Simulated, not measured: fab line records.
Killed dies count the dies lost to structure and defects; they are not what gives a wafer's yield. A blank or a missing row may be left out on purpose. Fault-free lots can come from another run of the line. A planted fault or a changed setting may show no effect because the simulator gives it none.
Comparing a struck lot with a sound one	flow berkeley_cmos170	14 steps out of a route of 331
Sound: wafers L627.2, L627.3, L627.4. Struck: wafers L618.2, L618.4, L618.6. The cause comes at the end.
Each step with rows lists, per side, the tool, then ch with its chambers, then its first start. Under that, the readings that differ: sound wafers	struck wafers	difference of the means	sigmas: that difference in standard deviations of wafers without a fault.
alike: a reading whose means differ by less than 2 such deviations, as well as words and numbers matching on both sides. not compared: withheld readings; readings where some wafer has no value; bounds like >300 that might hide an equal value; numbers whose values overlap and for which the record gives no deviation.
The two part at a step that has a row with sigmas, a row that says differs or no value, or rows on one side only. When numbers do not overlap yet have no deviation, they are printed without sigmas and do not part them. A reading that every wafer of one side lacks parts them only if that side has two wafers or more.

first, 3 steps without rows for these wafers: UCB170_PSD_EXPOSE_03 (exposes mask PSELECT MOD, target cd 1200 nm); UCB170_PSD_PEB_04; UCB170_PSD_DEVELOP_05 (develop time 45 s).
UCB170_PSD_CD_MEAS_06: the cd target is 1200 nm.
  sound on cd_sem-02, day 11 20:47; struck on cd_sem-01, day 9 03:30
  alike: cd_nm
UCB170_PSD_OVL_MEAS_07:
  sound on overlay-02, day 11 20:53; struck on overlay-01, day 9 03:37
  alike: PSD_OVL
then, 1 step without rows for these wafers: UCB170_PSD_IMPLANT_08.
UCB170_PSD_STRIP_09: strips in O2.
  sound on plasma_asher-03 ch 0,1, day 11 21:04; struck on plasma_asher-04 ch 0,1, day 9 03:47
  alike: drypump_motor_current_A, oes_product_au, strip_time_to_endpoint_s
  not compared: rf_hours_counter_h
UCB170_PSD_TW_MEAS_10:
  sound on film_metro-02, day 11 21:11; struck on film_metro-01, day 9 03:54
  alike: PSD_TW
then, 4 steps without rows for these wafers: UCB170_PSD_CLEAN_11 (cleans in SPM, time 600 s); UCB170_NSD_HMDS_00 (prime time 60 s); UCB170_NSD_COAT_01 (resist thk 900 nm); UCB170_NSD_SOFTBAKE_02 (time 60 s).
UCB170_NSD_EXPOSE_03: exposes mask NSELECT MOD, target cd 1200 nm.
  struck on krf_scanner-02, day 9 04:43; sound on krf_scanner-01 ch 0, day 11 22:14
  no value came back on the struck wafers for exposure_dose_mJ_cm2, focus_offset_nm (nm); on the sound wafers exposure_dose_mJ_cm2 reads 29.99 29.94 29.97
  alike: mask
then, 1 step without rows for these wafers: UCB170_NSD_PEB_04.

## WHERE THEY PART
Only at UCB170_NSD_EXPOSE_03, as far as this record shows.

WHY: the cause the simulator had injected
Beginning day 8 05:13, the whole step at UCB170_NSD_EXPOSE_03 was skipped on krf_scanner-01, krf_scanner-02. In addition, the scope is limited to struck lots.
